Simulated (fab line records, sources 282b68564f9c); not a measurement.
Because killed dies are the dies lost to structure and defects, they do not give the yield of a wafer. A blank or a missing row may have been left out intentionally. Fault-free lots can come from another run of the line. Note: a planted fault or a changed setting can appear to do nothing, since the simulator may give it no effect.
fab line records ; flow rit-cmos
[record] lots = 14; wafers = 42; last-day = 7
route steps=202 shown GATE@93 PLDD@123 PSD@144 CONTACT@180 M1@202
lots that met no fault: taken from a fault-free run of the same line
start-h: hours from the record's opening day to when the first of the lot's shown wafers began ; wait-h: hours from the lot's prior step to this one ; " as in the row above ; L1.1+2: one row covering several wafers at once ; - either no value or no given start ; * or withheld: withheld ; < > ~ a bound
route shown NAME@n: a module of which the file shows steps, and the number in the route of the first ; usual: average and standard deviation across the fault-free wafers ; same: alike in all rows ; chamber/n: place in a boat ; sites: each site's reading ; _std_site: the values' standard deviation ; _edge_site: the outer-site mean with the inner-site mean subtracted ; radius-mm: how far each site lies from the wafer's centre ; mask NAME#n: copy n ; behind: tool/chamber where the wafer was last shaped ; hold: why the lot went on hold/how many hours it stayed there/how the hold came to an end ; device: whichever transistor did not switch (one of n, p or np) ; end of line: tests run on the same wafers once the route is complete ; a step without rows: its recipe alone ; killed: count of dies lost to structure and defects at first sort (not the wafer's yield) ; map: the dies of a wafer, with x for killed, . for not killed, _ for no die there
set.NAME: the setting that was run; set.NAME@STEP: the one run at that earlier step ; model.NAME: the simulator's own value behind a step, which no gauge read
a sample of lots followed through the steps of the route, with each step as a table and each wafer as a row
services: the hour from which a tool's chamber was out of use, counted from the record's first day as start-h (under 0 if before that day), plus the number of hours and why
[[steps]]
[step RIT_GATE_OVL_MEAS_17]
[usual] GATE_OVL = 0.9/1.2
lot.wafer;tool;chamber;start-h;wait-h;GATE_OVL[nm]
L163.1;overlay-01;-;39.64;0.1;2.5
L163.3;overlay-01;-;39.64;0.1;1.2
L163.5;overlay-01;-;39.64;0.1;1.8
L164.3;overlay-02;-;42.33;0.1;2.4
L164.4;overlay-02;-;42.33;0.1;2.1
L164.5;overlay-02;-;42.33;0.1;2.8
L166.3;overlay-02;-;55.74;0.1;0.7
L166.4;overlay-02;-;55.74;0.1;-0.1
L166.6;overlay-02;-;55.74;0.1;0.1
L168.3;overlay-02;-;68.34;0.1;0.1
L168.4;overlay-02;-;68.34;0.1;1.7
L168.6;overlay-02;-;68.34;0.1;1.3
L169.1;overlay-02;-;71.83;0.1;0.1
L169.2;overlay-02;-;71.83;0.1;0.6
L169.3;overlay-02;-;71.83;0.1;0.5
L170.2;overlay-01;-;73.18;0.1;2.3
L170.4;overlay-01;-;73.18;0.1;2.3
L170.6;overlay-01;-;73.18;0.1;1.3
L171.3;overlay-01;-;80.51;0.1;0.6
L171.4;overlay-01;-;80.51;0.1;0.1
L171.5;overlay-01;-;80.51;0.1;-0.2
L172.1;overlay-01;-;87.70;0.1;3.2
L172.4;overlay-01;-;87.70;0.1;3.3
L172.6;overlay-01;-;87.70;0.1;3.4
L179.1;overlay-02;-;123.78;0.1;-1.7
L179.2;overlay-02;-;123.78;0.1;-2.2
L179.4;overlay-02;-;123.78;0.1;-0.3
L180.4;overlay-02;-;128.81;0.1;1.2
L180.5;overlay-02;-;128.81;0.1;0.7
L180.6;overlay-02;-;128.81;0.1;1.2
L181.1;overlay-01;-;137.32;0.1;1.6
L181.3;overlay-01;-;137.32;0.1;2.6
L181.5;overlay-01;-;137.32;0.1;0.5
L182.1;overlay-02;-;141.09;0.1;1.0
L182.2;overlay-02;-;141.09;0.1;2.0
L182.4;overlay-02;-;141.09;0.1;1.4
L184.1;overlay-02;-;143.96;0.1;2.3
L184.3;overlay-02;-;143.96;0.1;1.8
L184.4;overlay-02;-;143.96;0.1;0.7
L186.3;overlay-02;-;156.31;0.1;1.7
L186.4;overlay-02;-;156.31;0.1;0.6
L186.5;overlay-02;-;156.31;0.1;0.7
[step RIT_PLDD_STRIP_09]
[recipe] chemistry = O2; time-s = 180; resist = NOVOLAK; platen-temp-c = withheld; power-w = 500; pressure-mtorr = 4000; o2-flow-sccm = 4000
[usual] drypump-motor-current-A = 5.8/0.44
lot.wafer;tool;chamber;start-h;wait-h;drypump-motor-current-A;rf-hours-counter-h
L163.1;plasma-asher-04;1;46.19;0.1;5.3;39
L163.3;plasma-asher-04;0;46.19;0.1;5.6;-
L163.5;plasma-asher-04;0;46.19;0.1;5.6;-
L164.3;plasma-asher-02;1;48.80;0.1;6.7;-
L164.4;plasma-asher-02;0;48.80;0.1;5.6;-
L164.5;plasma-asher-02;1;48.80;0.1;6.6;-
L166.3;plasma-asher-02;0;63.04;0.1;5.6;-
L166.4;plasma-asher-02;1;63.04;0.1;6.6;-
L166.6;plasma-asher-02;0;63.04;0.1;5.6;-
L168.3;plasma-asher-03;1;75.37;0.1;5.7;-
L168.4;plasma-asher-03;0;75.37;0.1;5.9;-
L168.6;plasma-asher-03;1;75.37;0.1;5.7;-
L169.1;plasma-asher-04;0;78.03;0.1;5.6;42
L169.2;plasma-asher-04;1;78.03;0.1;5.3;42
L169.3;plasma-asher-04;1;78.03;0.1;5.3;-
L170.2;plasma-asher-02;0;80.58;0.1;5.5;30
L170.4;plasma-asher-02;1;80.58;0.1;6.6;-
L170.6;plasma-asher-02;1;80.58;0.1;6.6;-
L171.3;plasma-asher-02;1;88.39;0.1;6.6;-
L171.4;plasma-asher-02;0;88.39;0.1;5.6;-
L171.5;plasma-asher-02;0;88.39;0.1;5.6;-
L172.1;plasma-asher-02;1;94.43;0.1;6.6;32
L172.4;plasma-asher-02;0;94.43;0.1;5.5;-
L172.6;plasma-asher-02;0;94.43;0.1;5.6;-
L179.1;plasma-asher-02;1;130.43;0.1;6.6;36
L179.2;plasma-asher-02;0;130.43;0.1;5.5;36
L179.4;plasma-asher-02;0;130.43;0.1;5.6;-
L180.4;plasma-asher-03;1;135.14;0.1;5.6;-
L180.5;plasma-asher-03;1;135.14;0.1;5.6;-
L180.6;plasma-asher-03;0;135.14;0.1;5.9;-
L181.1;plasma-asher-03;0;144.13;0.1;5.9;50
L181.3;plasma-asher-03;0;144.13;0.1;5.9;-
L181.5;plasma-asher-03;0;144.13;0.1;5.9;-
L182.1;plasma-asher-03;0;147.49;0.1;5.9;50
L182.2;plasma-asher-03;1;147.49;0.1;5.6;50
L182.4;plasma-asher-03;0;147.49;0.1;5.9;-
L184.1;plasma-asher-02;1;151.33;0.1;6.6;38
L184.3;plasma-asher-02;1;151.33;0.1;6.6;-
L184.4;plasma-asher-02;0;151.33;0.1;5.5;-
L186.3;plasma-asher-02;1;163.32;0.1;6.6;-
L186.4;plasma-asher-02;0;163.32;0.1;5.6;-
L186.5;plasma-asher-02;1;163.32;0.1;6.6;-
[step RIT_PSD_SOFTBAKE_02]
[recipe] resist = NOVOLAK; temp-c = 90; time-s = 60
[usual] heater-power-total-W = 34.57/0.046; plate-temp-C = 89.99/0.13
lot.wafer;tool;chamber;start-h;wait-h;heater-power-total-W;plate-temp-C
L163.1;litho-track-02;0;50.76;0.1;34.55;89.89
L163.3;litho-track-02;0;50.76;0.1;34.59;89.95
L163.5;litho-track-02;0;50.76;0.1;34.52;89.81
L164.3;litho-track-02;0;53.36;0.1;34.55;89.92
L164.4;litho-track-02;0;53.36;0.1;34.47;90.04
L164.5;litho-track-02;0;53.36;0.1;34.45;89.86
L166.3;litho-track-03;0;67.49;0.1;34.58;90.05
L166.4;litho-track-03;0;67.49;0.1;34.60;89.84
L166.6;litho-track-03;0;67.49;0.1;34.56;89.74
L168.3;litho-track-02;0;79.95;0.1;34.59;90.10
L168.4;litho-track-02;0;79.95;0.1;34.57;90.05
L168.6;litho-track-02;0;79.95;0.1;34.61;90.05
L169.1;litho-track-03;0;82.75;0.1;34.56;89.83
L169.2;litho-track-03;0;82.75;0.1;34.55;90.17
L169.3;litho-track-03;0;82.75;0.1;34.57;89.92
L170.2;litho-track-02;0;85.26;0.1;34.61;89.98
L170.4;litho-track-02;0;85.26;0.1;34.60;89.94
L170.6;litho-track-02;0;85.26;0.1;34.62;89.80
L171.3;litho-track-02;0;93.11;0.1;34.65;89.98
L171.4;litho-track-02;0;93.11;0.1;34.63;89.88
L171.5;litho-track-02;0;93.11;0.1;34.61;90.12
L172.1;litho-track-02;0;99.04;0.1;34.58;90.07
L172.4;litho-track-02;0;99.04;0.1;34.65;90.07
L172.6;litho-track-02;0;99.04;0.1;34.49;90.03
L179.1;litho-track-02;0;135.01;0.1;36.98;94.40
L179.2;litho-track-02;0;135.01;0.1;36.98;94.62
L179.4;litho-track-02;0;135.01;0.1;37.00;94.63
L180.4;litho-track-03;0;139.90;0.1;34.51;89.78
L180.5;litho-track-03;0;139.90;0.1;34.47;89.94
L180.6;litho-track-03;0;139.90;0.1;34.56;90.05
L181.1;litho-track-02;0;148.61;0.1;37.01;94.35
L181.3;litho-track-02;0;148.61;0.1;37.02;94.35
L181.5;litho-track-02;0;148.61;0.1;37.00;94.48
L182.1;litho-track-03;0;151.97;0.1;34.56;90.12
L182.2;litho-track-03;0;151.97;0.1;34.63;90.07
L182.4;litho-track-03;0;151.97;0.1;34.54;90.04
L184.1;litho-track-01;0;155.78;0.1;34.55;89.74
L184.3;litho-track-01;0;155.78;0.1;34.56;89.87
L184.4;litho-track-01;0;155.78;0.1;34.68;89.99
L186.3;litho-track-01;0;168.56;0.1;34.55;89.96
L186.4;litho-track-01;0;168.56;0.1;34.51;90.01
L186.5;litho-track-01;0;168.56;0.1;34.60;90.09
[step RIT_CONTACT_STRIP_12]
[recipe] chemistry = O2; time-s = 180; resist = NOVOLAK; platen-temp-c = withheld; power-w = 500; pressure-mtorr = 4000; o2-flow-sccm = 4000
[usual] drypump-motor-current-A = 5.8/0.45
lot.wafer;tool;chamber;start-h;wait-h;drypump-motor-current-A;rf-hours-counter-h
L163.1;plasma-asher-04;0;55.09;0.1;5.6;40
L163.3;plasma-asher-04;0;55.09;0.1;5.6;-
L163.5;plasma-asher-04;0;55.09;0.1;5.6;-
L164.3;plasma-asher-01;0;57.77;0.2;5.7;-
L164.4;plasma-asher-01;1;57.77;0.2;5.7;-
L164.5;plasma-asher-01;0;57.77;0.2;5.7;-
L166.3;plasma-asher-02;1;71.91;0.2;6.6;-
L166.4;plasma-asher-02;0;71.91;0.2;5.6;-
L166.6;plasma-asher-02;1;71.91;0.2;6.6;-
L168.3;plasma-asher-02;0;84.38;0.2;5.5;-
L168.4;plasma-asher-02;1;84.38;0.2;6.6;-
L168.6;plasma-asher-02;1;84.38;0.2;6.6;-
L169.1;plasma-asher-04;1;87.27;0.1;5.3;43
L169.2;plasma-asher-04;0;87.27;0.1;5.6;43
L169.3;plasma-asher-04;1;87.27;0.1;5.3;-
L170.2;plasma-asher-02;0;89.96;0.1;5.6;31
L170.4;plasma-asher-02;0;89.96;0.1;5.6;-
L170.6;plasma-asher-02;1;89.96;0.1;6.6;-
L171.3;plasma-asher-02;0;97.23;0.2;5.6;-
L171.4;plasma-asher-02;1;97.23;0.2;6.6;-
L171.5;plasma-asher-02;1;97.23;0.2;6.6;-
L172.1;plasma-asher-02;1;103.37;0.1;6.6;33
L172.4;plasma-asher-02;0;103.37;0.1;5.5;-
L172.6;plasma-asher-02;0;103.37;0.1;5.6;-
L179.1;plasma-asher-02;1;139.42;0.1;6.6;37
L179.2;plasma-asher-02;0;139.42;0.1;5.6;37
L179.4;plasma-asher-02;1;139.42;0.1;6.6;-
L180.4;plasma-asher-02;1;144.16;0.2;6.6;-
L180.5;plasma-asher-02;0;144.16;0.2;5.5;-
L180.6;plasma-asher-02;1;144.16;0.2;6.6;-
L181.1;plasma-asher-02;1;153.02;0.1;6.6;38
L181.3;plasma-asher-02;0;153.02;0.1;5.6;-
L181.5;plasma-asher-02;1;153.02;0.1;6.6;-
L182.1;plasma-asher-01;1;156.23;0.1;5.7;4
L182.2;plasma-asher-01;0;156.23;0.1;5.7;4
L182.4;plasma-asher-01;1;156.23;0.1;5.7;-
L184.1;plasma-asher-02;1;160.29;0.1;6.7;39
L184.3;plasma-asher-02;1;160.29;0.1;6.6;-
L184.4;plasma-asher-02;0;160.29;0.1;5.6;-
L186.3;plasma-asher-04;1;172.84;0.2;5.3;-
L186.4;plasma-asher-04;0;172.84;0.2;5.6;-
L186.5;plasma-asher-04;0;172.84;0.2;5.6;-
[step RIT_M1_PROBE_99]
[usual] killed-at-contacts = 0.0/0.16; killed-at-front-end = 6.9/2.9; killed-dies = 7.0/2.9; killed-open = 3.4/2.1; killed-short = 3.5/1.8
[same] gross-dies = 264; killed_at_M0_to_M3 = 0; killed_at_M4_up = 0; killed-at-back-side = 0; killed-at-other = 0
lot.wafer;tool;chamber;start-h;wait-h;killed-at-contacts;killed-at-front-end;killed-dies;killed-open;killed-short
L169.1;prober-01;-;92.05;0.1;0;12;12;9;3
L169.2;prober-01;-;92.10;0.1;1;5;6;1;5
L169.3;prober-01;-;92.15;0.2;0;11;11;7;4
L170.2;prober-02;-;95.09;0.1;0;6;6;3;3
L170.4;prober-02;-;95.19;0.2;0;5;5;1;4
L170.6;prober-02;-;95.29;0.2;0;6;6;5;1
L172.1;prober-02;-;108.19;0.1;0;7;7;2;5
L172.4;prober-02;-;108.34;0.2;0;6;6;2;4
L172.6;prober-02;-;108.44;0.2;0;7;7;3;4
L179.1;prober-01;-;144.23;0.1;0;7;7;4;3
L179.2;prober-01;-;144.28;0.1;0;8;8;1;7
L179.4;prober-01;-;144.38;0.2;0;7;7;4;3
L182.1;prober-02;-;160.89;0.1;0;12;12;8;4
L182.2;prober-02;-;160.94;0.1;0;10;10;5;5
L182.4;prober-02;-;161.04;0.2;0;9;9;5;4
// killed by level:class
L169.1 GATE:geometric-particle:open=3 FOX2:geometric-particle:open=2 SPACER:geometric-particle:open=2 SILICIDE:geometric-particle:open=2 FOX2:geometric-particle:short=1 GATE:geometric-particle:short=1 REOX:geometric-particle:short=1
L169.2 FOX1:geometric-particle:short=2 GATE:geometric-particle:short=2 REOX:geometric-particle:open=1 CONTACT:geometric-particle:short=1
L169.3 FOX2:geometric-particle:open=2 REOX:geometric-particle:open=2 REOX:geometric-particle:short=2 GATE:geometric-particle:open=1 SPACER:geometric-particle:open=1 SPACER:geometric-particle:short=1 SILICIDE:geometric-particle:open=1 SILICIDE:geometric-particle:short=1
L170.2 GATE:geometric-particle:short=2 GATE:geometric-particle:open=1 REOX:geometric-particle:short=1 REOX:geometric-particle:open=1 SPACER:geometric-particle:open=1
L170.4 SPACER:geometric-particle:short=2 ACTIVE:geometric-particle:short=1 GATE:geometric-particle:open=1 REOX:geometric-particle:short=1
L170.6 SPACER:geometric-particle:open=3 FOX1:geometric-particle:open=1 GATE:geometric-particle:short=1 GATE:geometric-particle:open=1
L172.1 FOX1:geometric-particle:short=2 FOX1:geometric-particle:open=1 GATE:geometric-particle:open=1 REOX:geometric-particle:short=1 SPACER:geometric-particle:short=1 SILICIDE:geometric-particle:short=1
L172.4 GATE:geometric-particle:short=2 FOX1:geometric-particle:open=1 FOX1:geometric-particle:short=1 REOX:geometric-particle:open=1 REOX:geometric-particle:short=1
L172.6 GATE:geometric-particle:short=2 SILICIDE:geometric-particle:short=2 GATE:geometric-particle:open=1 REOX:geometric-particle:open=1 SILICIDE:geometric-particle:open=1
L179.1 REOX:geometric-particle:open=2 SPACER:geometric-particle:short=2 GATE:geometric-particle:open=1 REOX:geometric-particle:short=1 SPACER:geometric-particle:open=1
L179.2 SILICIDE:geometric-particle:short=4 GATE:geometric-particle:short=2 SPACER:geometric-particle:short=1 SILICIDE:geometric-particle:open=1
L179.4 GATE:geometric-particle:short=2 GATE:geometric-particle:open=2 FOX1:geometric-particle:short=1 FOX1:geometric-particle:open=1 SPACER:geometric-particle:open=1
L182.1 REOX:geometric-particle:open=4 SPACER:geometric-particle:short=2 FOX1:geometric-particle:open=1 FOX1:geometric-particle:short=1 GATE:geometric-particle:open=1 GATE:geometric-particle:short=1 SPACER:geometric-particle:open=1 SILICIDE:geometric-particle:open=1
L182.2 FOX2:geometric-particle:short=3 SPACER:geometric-particle:open=2 FOX1:geometric-particle:short=1 FOX2:geometric-particle:open=1 GATE:geometric-particle:open=1 GATE:geometric-particle:short=1 SILICIDE:geometric-particle:open=1
L182.4 FOX1:geometric-particle:open=2 GATE:geometric-particle:open=2 SILICIDE:geometric-particle:short=2 FOX2:geometric-particle:open=1 GATE:geometric-particle:short=1 REOX:geometric-particle:short=1
[[services]]
tool;chamber;start-h;hours;kind
plasma-asher-04;-;37.92;1.1;repair
plasma-asher-01;-;108.75;9.0;pm
plasma-asher-01;0;108.75;9.0;vent-cycle
plasma-asher-01;1;108.75;9.0;vent-cycle
plasma-asher-01;0;117.75;-;clean
plasma-asher-01;1;117.75;-;clean
plasma-asher-04;-;143.32;2.8;pm
plasma-asher-03;-;167.92;2.8;pm
[[key]]
[first-sign] step = RIT_PSD_SOFTBAKE_02; reading = heater-power-total-W; direction = up; sigmas = 53; usual = 34.57; struck = 37.00
[effect] step = RIT_PSD_SOFTBAKE_02; reading = plate-temp-C; direction = up; sigmas = 36; usual = *; struck = *
met-at RIT_PSD_SOFTBAKE_02
struck-lots L179,L181
tester-left-out L179,L181
not-acting-at RIT_GATE_OVL_MEAS_17,RIT_PLDD_STRIP_09,RIT_CONTACT_STRIP_12
onset-between 99.04 135.01
[fault] kind = process-parameter-drift; tool = litho-track-02; chamber = -; onset-h = 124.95; steps = RIT_PSD_SOFTBAKE_02; channel = temp-c; offset = *; shape = step; end-h = 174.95; acts-in = *; stated = *
// tester-left-out: of these lots the tester's yield and bins aren't shown, on N5 and GAA mostly nor the transistor test; their killed dies are dies lost to structure and defects alone, not to doping, threshold or leakage, so they don't give the yield
